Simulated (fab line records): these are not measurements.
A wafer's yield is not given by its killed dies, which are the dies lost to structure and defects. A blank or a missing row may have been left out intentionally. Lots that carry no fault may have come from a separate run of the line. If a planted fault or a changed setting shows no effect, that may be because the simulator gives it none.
Which of the tools did it? -- flow rit_cmos -- Sampling: 11 lots, 33 wafers, 2 of 202 route steps

WHAT EACH GAUGE READ, for each wafer
RIT_NWELL_OVL_MEAS_06.
lot,measured,on,NWELL_OVL (nm)
L935,day 1 21:17,overlay-01,2.9 1.5 2.4
L936,day 2 02:47,overlay-02,-1.5 0.6 -0.2
L937,day 2 11:05,overlay-01,0.6 0.5 -0.5
L938,day 2 13:19,overlay-02,0.1 -0.1 -0.7
L939,day 2 18:20,overlay-02,-1.3 -1.7 -2.2
L943,day 3 14:10,overlay-02,1.8 -0.1 3.2
L946,day 4 05:33,overlay-01,-0.3 -0.6 0.0
L951,day 5 06:55,overlay-01,0.5 0.6 1.8
L953,day 5 15:49,overlay-01,1.1 2.3 0.9
L955,day 6 02:20,overlay-02,-1.4 0.0 -0.5
L957,day 6 13:53,overlay-01,0.2 1.3 -0.5

RIT_GATE_OVL_MEAS_17.
lot,measured,on,GATE_OVL (nm)
L935,day 2 13:20,overlay-01,1.1 0.7 0.3
L936,day 2 19:35,overlay-01,0.3 1.3 0.8
L937,day 3 08:47,overlay-01,1.9 3.1 2.4
L938,day 3 09:04,overlay-02,-2.2 -1.7 -2.7
L939,day 3 11:37,overlay-02,0.7 0.3 1.5
L943,day 4 06:24,overlay-01,1.0 0.9 1.3
L946,day 4 23:13,overlay-01,1.8 1.7 1.3
L951,day 6 01:01,overlay-01,0.5 1.1 -0.2
L953,day 6 10:15,overlay-02,0.9 0.8 0.7
L955,day 6 18:28,overlay-02,-1.5 0.6 -1.7
L957,day 7 07:22,overlay-01,1.9 0.5 2.4

WHICH TOOL RAN EACH LOT (tool, then ch and the chambers of the sampled wafers, then the start)
The record holds no process step before these readings.

AS READ BY THE TOOLS THEMSELVES (means over the sampled wafers that have a number; for cases with no such wafer, the mark the record gives instead)
The record holds no such reading with a usual standard deviation.

THE ANSWER, worked out from the rows above alone
Rule: the usual values come from the lots themselves. The widest of any qualifying gaps counts: lots, ordered by their means at a reading, are off when they make up no more than a third of the lots, leave a main group of 4 or more, and stand apart from it by 3 or more times the standard deviation of that group's means. The tables above print the reading to a certain number of digits; a main group whose means all agree to those digits is not used. A lot without any number at a reading at which 4 lots or more have one is off too. Any other lot the step has rows for is counted as sound. First the gauges in route order, then the tools' own readings, where a lot's mean is used as printed above. At the first step where some lot is off, the reading lying furthest off is the one used; lots without a number count as furthest.
Nothing can be told from this: no lot is off at any reading shown.

WHAT THE SIMULATOR HAD INSERTED
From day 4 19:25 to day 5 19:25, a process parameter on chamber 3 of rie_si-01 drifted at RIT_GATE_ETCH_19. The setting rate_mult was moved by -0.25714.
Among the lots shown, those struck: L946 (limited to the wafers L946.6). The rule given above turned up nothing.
